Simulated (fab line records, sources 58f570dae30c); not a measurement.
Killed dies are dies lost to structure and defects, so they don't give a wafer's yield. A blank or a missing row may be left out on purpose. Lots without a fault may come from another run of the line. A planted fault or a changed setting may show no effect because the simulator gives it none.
One fault seen from 2 desks | flow berkeley_cmos170 | each desk has only its own numbers; what lay behind them comes last

THE METROLOGY DESK
What the gauges read, lot by lot, whatever tool the lot ran on: means of the sampled wafers that have a number. A lot is out of limits, marked OUT, if its mean lies more than 4 standard deviations from the usual mean; the brackets give that distance.
Columns: A = PVT_TW at UCB170_PVT_TW_MEAS_09, usual 509.2; B = FIELD_OXIDE_LEFT_2_THK at UCB170_FIELD_THK_MEAS_91, usual 356 nm; C = GATE_OXIDE_THK at UCB170_GATE_THK_MEAS_02, usual 6.61 nm; D = GATE_POLY_THK at UCB170_GATE_THK_MEAS_05, usual 215.7 nm; E = cd_nm at UCB170_GATE_CD_MEAS_12, usual 349.9 nm; F = GATE_OVL at UCB170_GATE_OVL_MEAS_13, usual -1 nm
lot  | first seen here | A     | B   | C    | D     | E     | F
L502 | day 5 11:53     | 511.6 | 346 | 6.74 | 216.8 | 351.7 | 4
L505 | day 5 22:31     | 512.9 | 365 | 6.43 | 218.9 | 351.4 | -1
L520 | day 9 12:18     | 510.1 | 352 | 6.72 | 213.5 | 344.7 | -5
L522 | day 9 12:35     | 511.3 | 347 | 6.47 | 212.5 | 350.9 | 3
L525 | day 10 16:21    | 506.6 | 342 | 6.66 | 218.8 | 351.4 | -1
This desk's finding: nothing out of limits on any of the 5 lots.

THE TOOL OWNER'S DESK: krf_scanner-01
The tool's own readings at UCB170_GATE_EXPOSE_09 (exposes mask POLY, target cd 350 nm): means of the sampled wafers that have a number, for each lot that ran on this tool. A lot is out of limits, marked OUT, if its mean lies more than 4 standard deviations from the usual mean; the brackets give that distance.
Columns: A = exposure_dose_mJ_cm2 at UCB170_GATE_EXPOSE_09, usual 20.987
lot  | first seen here | A
L502 | day 5 22:06     | 20.971
L505 | day 6 12:03     | 20.955
L520 | day 9 23:17     | 20.873 (-5.4) OUT
This desk's finding: out of limits on L520; first on L520, day 9 23:17 (exposure_dose_mJ_cm2 at UCB170_GATE_EXPOSE_09). In limits: L502, L505.

PUT TOGETHER
The tool owner's desk could have raised an alarm at day 9 23:17, on L520.
The metrology desk saw nothing out of limits.
The metrology desk has L520 on record, within its limits.
Of the lots named, all ran UCB170_GATE_EXPOSE_09 on krf_scanner-01.

WHAT THE SIMULATOR HAD PUT IN
Process parameter drift: krf_scanner-01, from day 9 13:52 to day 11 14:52, at UCB170_GATE_EXPOSE_09. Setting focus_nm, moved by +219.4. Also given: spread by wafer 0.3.
Lots struck among those shown: L520.
Hours from the fault's start to each desk's first reading out of limits: the tool owner's desk, 9.
